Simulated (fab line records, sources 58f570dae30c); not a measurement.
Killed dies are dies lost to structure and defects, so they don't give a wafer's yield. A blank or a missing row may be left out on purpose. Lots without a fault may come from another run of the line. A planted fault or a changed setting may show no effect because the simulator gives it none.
A struck lot beside a sound one | flow berkeley_cmos170 | 19 steps out of a route of 331
Sound: wafers L461.3, L461.5, L461.6. Struck: wafers L456.2, L456.3, L456.5. The cause comes at the end.
At each step with rows: each side's tool, then ch and its chambers, then its first start. Under that, the readings that differ: sound wafers | struck wafers | difference of the means | sigmas: that difference in standard deviations of wafers without a fault.
alike: readings whose means differ by less than 2 such deviations, and words and numbers that are the same on both sides. not compared: withheld readings, readings that some wafer has no value for, bounds like >300 that may hide the same value, and numbers for which the record gives no deviation and whose values overlap.
The two part at a step that has a row with sigmas, a row that says differs or no value, or rows on one side only. Numbers that don't overlap but have no deviation are shown without sigmas and don't part them. A reading that every wafer of one side lacks parts them only if that side has two wafers or more.

first, 4 steps without rows for these wafers: UCB170_WELLDRIVE_WET_ETCH_04 (etches SiO2 in BOE, time 120 s); UCB170_ACTIVE_CLEAN_00 (cleans in SPM, time 600 s); UCB170_ACTIVE_CLEAN_01 (cleans in dHF, time 60 s); UCB170_ACTIVE_OXIDATION_02 (target thk 26.4 nm, ox time 1260 s).
UCB170_ACTIVE_THK_MEAS_03:
  sound on film_metro-02, day 7 03:16; struck on film_metro-02, day 6 09:01
  reading               | sound          | struck         | difference | sigmas
  ACTIVE_OXIDE_THK (nm) | 25.9 25.9 25.5 | 27.3 26.8 26.8 | +1.2       | +3
then, 2 steps without rows for these wafers: UCB170_ACTIVE_ANNEAL_04 (time 900 s); UCB170_ACTIVE_CVD_05 (deposits Si3N4 from SiH2Cl2/NH3, target thk 220 nm, time 3300 s).
UCB170_ACTIVE_THK_MEAS_06:
  sound on film_metro-01, day 7 10:01; struck on film_metro-04, day 6 18:02
  alike: ACTIVE_NITRIDE_THK
then, 4 steps without rows for these wafers: UCB170_ACTIVE_HMDS_07 (prime time 60 s); UCB170_ACTIVE_COAT_08 (resist thk 900 nm); UCB170_ACTIVE_SOFTBAKE_09 (time 60 s); UCB170_ACTIVE_EXPOSE_10 (exposes mask ACTIVE, target cd 1200 nm).
UCB170_ACTIVE_PEB_11:
  sound on litho_track-03 ch 0, day 7 11:03; struck on litho_track-01 ch 0, day 6 19:16
  reading                  | sound                | struck               | difference | sigmas
  heater_power_total_W (W) | 56.83 56.88 56.77    | 65.39 65.32 65.33    | +8.52      | +99 or more
  plate_temp_C (C)         | 129.78 130.07 129.89 | 144.90 144.70 144.78 | +14.88     | +99 or more
then, 1 step without rows for these wafers: UCB170_ACTIVE_DEVELOP_12 (develop time 45 s).
UCB170_ACTIVE_CD_MEAS_13: target cd 1200 nm.
  sound on cd_sem-01, day 7 11:19; struck on cd_sem-01, day 6 19:32
  reading    | sound                | struck               | difference | sigmas
  cd_nm (nm) | 1200.0 1198.5 1199.2 | 1144.3 1142.5 1143.9 | -55.7      | -46
UCB170_ACTIVE_OVL_MEAS_14:
  sound on overlay-02, day 7 11:25; struck on overlay-02, day 6 19:38
  alike: ACTIVE_OVL
UCB170_ACTIVE_ETCH_15: etches Si3N4 in CH3F/Ar/O2, stops on SiO2, target depth 242 nm, time 151 s.
  sound on rie_diel-04 ch 2,3, day 7 11:26; struck on rie_diel-01 ch 0,1,2, day 6 19:40
  reading                 | sound          | struck         | difference | sigmas
  throttle_valve_pct (%)  | 7.89 7.96 7.89 | 8.19 8.11 8.02 | +0.19      | +2
  model.ACTIVE.cd_nm (nm) | 1200 1199 1199 | 1144 1143 1144 | -56        |
  alike: drypump_motor_current_A, oes_product_au
  not compared: rf_hours_counter_h
UCB170_ACTIVE_STRIP_16: strips in O2.
  sound on plasma_asher-02 ch 0,1, day 7 11:34; struck on plasma_asher-02 ch 0,1, day 6 19:46
  alike: drypump_motor_current_A, o2_flow_sccm, oes_product_au, strip_time_to_endpoint_s
  not compared: rf_hours_counter_h
then, 1 step without rows for these wafers: UCB170_M3_PROBE_99.

WHERE THEY PART
First at UCB170_ACTIVE_THK_MEAS_03; last, within this record, at UCB170_ACTIVE_ETCH_15. Later steps at which nothing parts them and some readings are alike: UCB170_ACTIVE_STRIP_16.

WHY: what the simulator had put in
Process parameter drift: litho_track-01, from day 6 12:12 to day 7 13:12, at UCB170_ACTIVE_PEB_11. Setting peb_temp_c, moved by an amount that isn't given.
